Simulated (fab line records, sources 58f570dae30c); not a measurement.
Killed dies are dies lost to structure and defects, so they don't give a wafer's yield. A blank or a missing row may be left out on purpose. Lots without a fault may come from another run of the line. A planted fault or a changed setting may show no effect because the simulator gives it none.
Split-lot experiment | flow berkeley_cmos170 | 5 lots, 23 wafers read, on a route of 331 steps

THE SPLIT
At UCB170_M1_SPUTTER_00 (material Al, target thk 600 nm, time 80 s), the setting time_s was moved away from the recipe's 80 s on 5 of the 23 wafers read, by -11.8% to +12.4%. The other wafers ran this setting at the recipe's value.

FROM THE SPLIT TO THE READING: what the file shows between them, 5 steps
- UCB170_M1_RS_MEAS_01: measures by four-point-probe
- UCB170_M1_THK_MEAS_02: measures by xrf
- UCB170_M1_COAT_03
- UCB170_M1_COAT_04: resist thk 900 nm
- UCB170_M1_ETCH_11: etches BARC in N2/H2

THE READING
oes_product_au, in a.u., at UCB170_M1_METAL_ETCH_12 (etches Al in Cl2/BCl3, stops on PSG, target depth 780 nm, time 130 s). Fault-free wafers of this fab line usually give 0.858 a.u., standard deviation 0.01 a.u..

wafer  | tool, chamber at the split | time_s as run, s | against the recipe | oes_product_au, a.u. | against lot-mates on the recipe
L074.1 | pvd_sputter-03, -          | 80               | recipe             | 0.862                | -
L074.2 | pvd_sputter-03, -          | 80               | recipe             | 0.867                | -
L074.3 | pvd_sputter-03, -          | 80               | recipe             | 0.869                | -
L074.4 | pvd_sputter-03, -          | 80               | recipe             | 0.855                | -
L074.5 | pvd_sputter-03, -          | 80               | recipe             | 0.853                | -
L078.1 | pvd_sputter-04, -          | 80               | recipe             | 0.854                | -
L078.2 | pvd_sputter-04, -          | 80               | recipe             | 0.866                | -
L078.6 | pvd_sputter-04, -          | 80               | recipe             | 0.857                | -
L082.2 | pvd_sputter-02, -          | 80               | recipe             | 0.848                | -
L082.3 | pvd_sputter-02, -          | 80               | recipe             | 0.853                | -
L082.4 | pvd_sputter-02, -          | 70.56            | -11.8%             | 0.796                | -0.054
L082.5 | pvd_sputter-02, -          | 70.56            | -11.8%             | 0.786                | -0.065
L082.6 | pvd_sputter-02, -          | 70.56            | -11.8%             | 0.795                | -0.055
L080.1 | pvd_sputter-02, -          | 89.94            | +12.4%             | 0.923                | +0.066
L080.2 | pvd_sputter-02, -          | 80               | recipe             | 0.862                | -
L080.3 | pvd_sputter-02, -          | 89.94            | +12.4%             | 0.936                | +0.079
L080.4 | pvd_sputter-02, -          | 80               | recipe             | 0.858                | -
L080.6 | pvd_sputter-02, -          | 80               | recipe             | 0.850                | -
L083.1 | pvd_sputter-03, -          | 80               | recipe             | 0.858                | -
L083.2 | pvd_sputter-03, -          | 80               | recipe             | 0.853                | -
L083.4 | pvd_sputter-03, -          | 80               | recipe             | 0.837                | -
L083.5 | pvd_sputter-03, -          | 80               | recipe             | 0.847                | -
L083.6 | pvd_sputter-03, -          | 80               | recipe             | 0.854                | -

THE FIT
A straight line over all 23 wafers: oes_product_au changes by +0.00562 a.u. for each +1% of time_s; r = +0.97; the points scatter about the line by 0.0077 a.u..
The same after taking each lot's own level away (the mean of its wafers on the recipe; 23 wafers): +0.00534 a.u. for each +1%; r = +0.98; scatter 0.0065 a.u..
On that fit, the largest move of time_s shifts the reading by 0.066 a.u..
The lots' own levels span 0.8498 to 0.8612 a.u., that is 1.1 times the standard deviation above.
So the lot-to-lot level changes the slope little: the two slopes agree.
Check: with one of the wafers moved furthest among these (+12.4%) left out of the fit, the line predicts +0.0681 a.u. for it against its lot-mates. It came out at +0.0663 a.u. against them.

OTHER SPLITS ON THESE WAFERS
These wafers also went through other splits before the reading. Each is held against what the fit with the lots' levels taken away leaves over:
other split on the same wafers    | wafers away from the commonest value | r with oes_product_au (lot level and that fit taken away)
UCB170_ZERO_COAT_01 resist_thk_nm | 7                                    | -0.08
UCB170_ZERO_DEVELOP_05 dev_temp_c | 11                                   | -0.15
UCB170_NVT_IMPLANT_07 energy_kev  | 11                                   | -0.14
UCB170_GATE_ETCH_15 time_s        | 9                                    | +0.05
UCB170_NLDD_PEB_04 peb_temp_c     | 6                                    | +0.33
UCB170_NLDD_IMPLANT_09 energy_kev | 8                                    | +0.21
UCB170_PSD_IMPLANT_08 energy_kev  | 9                                    | +0.08
UCB170_SILICIDE_SPUTTER_01 time_s | 8                                    | -0.10

THE WHOLE CHAIN: every reading that the file lists as answering this split, in the file's order
step                    | what it does                                                         | reading                                                                     | change (the file's fit)                  | r (the file's)
UCB170_M1_SPUTTER_00    | material Al, target thk 600 nm, time 80 s                            | Al_of_M1_SPUTTER_00.thk_nm (the simulator's own value, which no gauge read) | +6.16 nm for each +1% of the setting     | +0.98
UCB170_M1_RS_MEAS_01    | measures by four-point-probe                                         | M1_AL_RS                                                                    | -0.000516 for each +1% of the setting    | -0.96
UCB170_M1_THK_MEAS_02   | measures by xrf                                                      | M1_AL_THK                                                                   | +6.09 for each +1% of the setting        | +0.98
UCB170_M1_METAL_ETCH_12 | etches Al in Cl2/BCl3, stops on PSG, target depth 780 nm, time 130 s | oes_product_au                                                              | +0.0054 a.u. for each +1% of the setting | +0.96

THE FILE'S OWN FIT
oes_product_au changes by +0.0054 a.u. for each +1% of time_s, r = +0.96.
